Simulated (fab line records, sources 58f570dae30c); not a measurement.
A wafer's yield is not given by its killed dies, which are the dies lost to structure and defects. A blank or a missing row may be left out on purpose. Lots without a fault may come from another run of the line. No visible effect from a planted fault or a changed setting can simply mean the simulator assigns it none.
8D (eight disciplines) problem report, filled in by code ; flow berkeley-cmos170 ; the parts of the form that need people (team, actions taken, sign-off) are left out

1. PROBLEM STATEMENT
On 3 wafers of 1 lot, strip-time-to-endpoint-s at UCB170_NWELL_STRIP_15 has a mean of 18.56 s; fault-free wafers read 18.03 s, standard deviation 0.091. That is +5.9 standard deviations from the usual mean.
The step: strips in O2.
The first sign was on wafer L286.2 at day 5 05:34, on plasma-asher-03. The record has a number at this step for 39 wafers belonging to 13 lots. Rule for "out", or "out of limits": more than 4 standard deviations from the usual mean. All remaining wafers that have a number are taken as sound.

2. WHAT IT IS, AND WHAT IT ISN'T
question;is;is not
which readings at this step;strip-time-to-endpoint-s;drypump-motor-current-A, oes-product-au
which lots;L286;L274, L275, L277, L278, L279, L280, L281, L282, L291, L292, L294, L296
which wafers of those lots;all that have a number;-
read on which tools;plasma-asher-03;plasma-asher-01, plasma-asher-04
when;from day 5 05:34;"up to then (24 sound wafers); but 12 sound wafers of L291, L292, L294, L296 came after"

3. WHAT RULES OUT EACH SUSPECT
Counting: any tool at a process step up to the reading is kept as a suspect provided that every lot that is out went through it and no sound lot did after the first of them.
- rie-diel-03 at UCB170_NWELL_ETCH_13 (etches Si3N4 in CH3F/Ar/O2, stops on SiO2, target depth 246.4 nm, time 154 s): kept. It ran the lot that is out, L286 (day 5 05:19), and no sound lot after that; its last sound lot up to then is L282 (day 4 05:56).
- plasma-asher-03 at UCB170_NWELL_STRIP_15 (strips in O2): ruled out as a lasting fault. Sound lots L294 ran on it after its first lot that is out, L286 (day 5 05:34).
The count leaves rie-diel-03 at UCB170_NWELL_ETCH_13.

4. THE CAUSE (what the simulator had put in)
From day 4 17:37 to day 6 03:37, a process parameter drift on rie-diel-03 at UCB170_NWELL_ETCH_13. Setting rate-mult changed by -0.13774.
This tool alone remained once counting was done.

5. SEQUENCE OF EFFECTS, ordered by route
One row per reading whose mean, taken over the struck wafers that have a number, lies over 3 standard deviations from the usual. Only readings for which the record gives a usual standard deviation are gone through. hours: the time from each lot's start at the first step in this table that gives one to its start at this step, as a median over the lots. sigmas: the change in usual standard deviations.
hours;step;reading;usual;on struck wafers;change;sigmas
0;UCB170_NWELL_STRIP_15;strip-time-to-endpoint-s;18.03 s;18.56;+0.53;+5.9
Its process steps:
- UCB170_NWELL_STRIP_15: strips in O2.
At these later measuring or inspecting steps, every struck wafer for which the step has a row has a number for every such reading, and none has moved that far: UCB170_SCREENOX_THK_MEAS_02, UCB170_GATE_OVL_MEAS_13.

6. HOW IT WOULD HAVE BEEN CAUGHT EARLIER
12 hours passed between the start of the fault at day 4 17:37 and the first reading out of limits in this record, taken at day 5 05:34.
An alarm limit of 4 standard deviations would not have fired on the tool readings at UCB170_NWELL_ETCH_13 for which the record gives a usual standard deviation, since none of them was out on any struck wafer.
Lots out: 1; all had begun UCB170_NWELL_ETCH_13 on rie-diel-03 by day 5 05:34. Had the tool been put on hold then, not one of them would have been saved.
